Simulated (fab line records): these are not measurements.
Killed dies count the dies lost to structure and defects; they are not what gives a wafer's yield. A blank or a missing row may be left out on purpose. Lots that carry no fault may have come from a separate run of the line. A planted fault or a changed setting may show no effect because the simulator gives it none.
A struck lot beside a sound one	flow berkeley_cmos170	19 steps out of a route of 331
Sound: wafers L995.1, L995.3, L995.5. The struck wafers were L102.1, L102.4, L102.5. At the end, the cause is stated.
For every step that has rows: the tool of each side, followed by ch and its chambers, followed by its first start. Under that, the readings that differ: sound wafers	struck wafers	difference of the means	sigmas: that difference in standard deviations of wafers without a fault.
alike: words and numbers the same on both sides, and readings whose means are apart by under 2 such deviations; not compared: readings that were withheld, readings missing a value for some wafer, numbers with overlapping values and no deviation given by the record, and bounds like >300 which may hide the same value.
A row with sigmas, a row that says differs or no value, or rows on one side alone: a step with any of these is where the two part. Numbers that have no deviation but don't overlap get no sigmas and don't part them. A reading missing from all wafers of one side parts the sides only when that side holds two or more wafers.

first, 5 steps without rows for these wafers: UCB170_WELLDRIVE_ANNEAL_03 (time 900 s); UCB170_WELLDRIVE_WET_ETCH_04 (etches SiO2 in BOE, time 120 s); UCB170_ACTIVE_CLEAN_00 (cleans in SPM, time 600 s); UCB170_ACTIVE_CLEAN_01 (cleans in dHF, time 60 s); UCB170_ACTIVE_OXIDATION_02 (target thk 26.4 nm, ox time 1260 s).
UCB170_ACTIVE_THK_MEAS_03:
  sound: film_metro-04 at day 4 03:43; struck: film_metro-02 at day 5 04:54
  alike: ACTIVE_OXIDE_THK
then, 2 steps without rows for these wafers: UCB170_ACTIVE_ANNEAL_04 (time 900 s); UCB170_ACTIVE_CVD_05 (deposits Si3N4 from SiH2Cl2/NH3, target thk 220 nm, time 3300 s).
UCB170_ACTIVE_THK_MEAS_06:
  sound: film_metro-03 at day 4 11:08; struck: film_metro-04 at day 5 15:43
  alike: ACTIVE_NITRIDE_THK
then, 3 steps without rows for these wafers: UCB170_ACTIVE_HMDS_07 (prime time 60 s); UCB170_ACTIVE_COAT_08 (resist thk 900 nm); UCB170_ACTIVE_SOFTBAKE_09 (time 60 s).
UCB170_ACTIVE_EXPOSE_10: exposes mask ACTIVE, target cd 1200 nm.
  sound on krf_scanner-01 ch 0, day 4 12:02; struck on krf_scanner-01 ch 0, day 5 16:14
reading	sound	struck	difference	sigmas
model.ACTIVE.overlay_x_nm (nm)	5.096 5.096 5.096	-163.1 -163.1 -163.1	-168.2	
  alike: mask, stage_vel_mm_s
then, 2 steps without rows for these wafers: UCB170_ACTIVE_PEB_11; UCB170_ACTIVE_DEVELOP_12 (develop time 45 s).
UCB170_ACTIVE_CD_MEAS_13: target cd 1200 nm.
  sound: cd_sem-02 at day 4 12:28; struck: cd_sem-01 at day 5 16:37
  alike: cd_nm
UCB170_ACTIVE_OVL_MEAS_14:
  sound: overlay-01 at day 4 12:35; struck: overlay-01 at day 5 16:57
reading	sound	struck	difference	sigmas
ACTIVE_OVL (nm)	3 5 3	-161 -160 -161	-164	-30
  not compared: hold
UCB170_ACTIVE_ETCH_15: etches Si3N4 in CH3F/Ar/O2, stops on SiO2, target depth 242 nm, time 151 s.
  sound on rie_diel-04 ch 1,2,3, day 4 12:38; struck on rie_diel-04 ch 0,1,3, day 5 18:57
reading	sound	struck	difference	sigmas
hold	- - -	await_dispo/2.0h/release await_dispo/2.0h/release await_dispo/2.0h/release	no value on the sound wafers	
  alike: CH3F_flow_sccm, drypump_motor_current_A, oes_product_au, throttle_valve_pct
  not compared: rf_hours_counter_h
-- the record jumps here: 4 days lie between the struck wafers' starts before and after (it left off in module ACTIVE and takes up again in module M3, whose first step shown is number 331 of the route) --
UCB170_M3_PROBE_99:
  rows exist in the record for the struck wafers here (prober-02, day 9 21:58), but not for the sound ones

WHERE THEY PART
Last at UCB170_M3_PROBE_99 as far as this record goes, first at UCB170_ACTIVE_OVL_MEAS_14.

WHY: what the simulator had put in
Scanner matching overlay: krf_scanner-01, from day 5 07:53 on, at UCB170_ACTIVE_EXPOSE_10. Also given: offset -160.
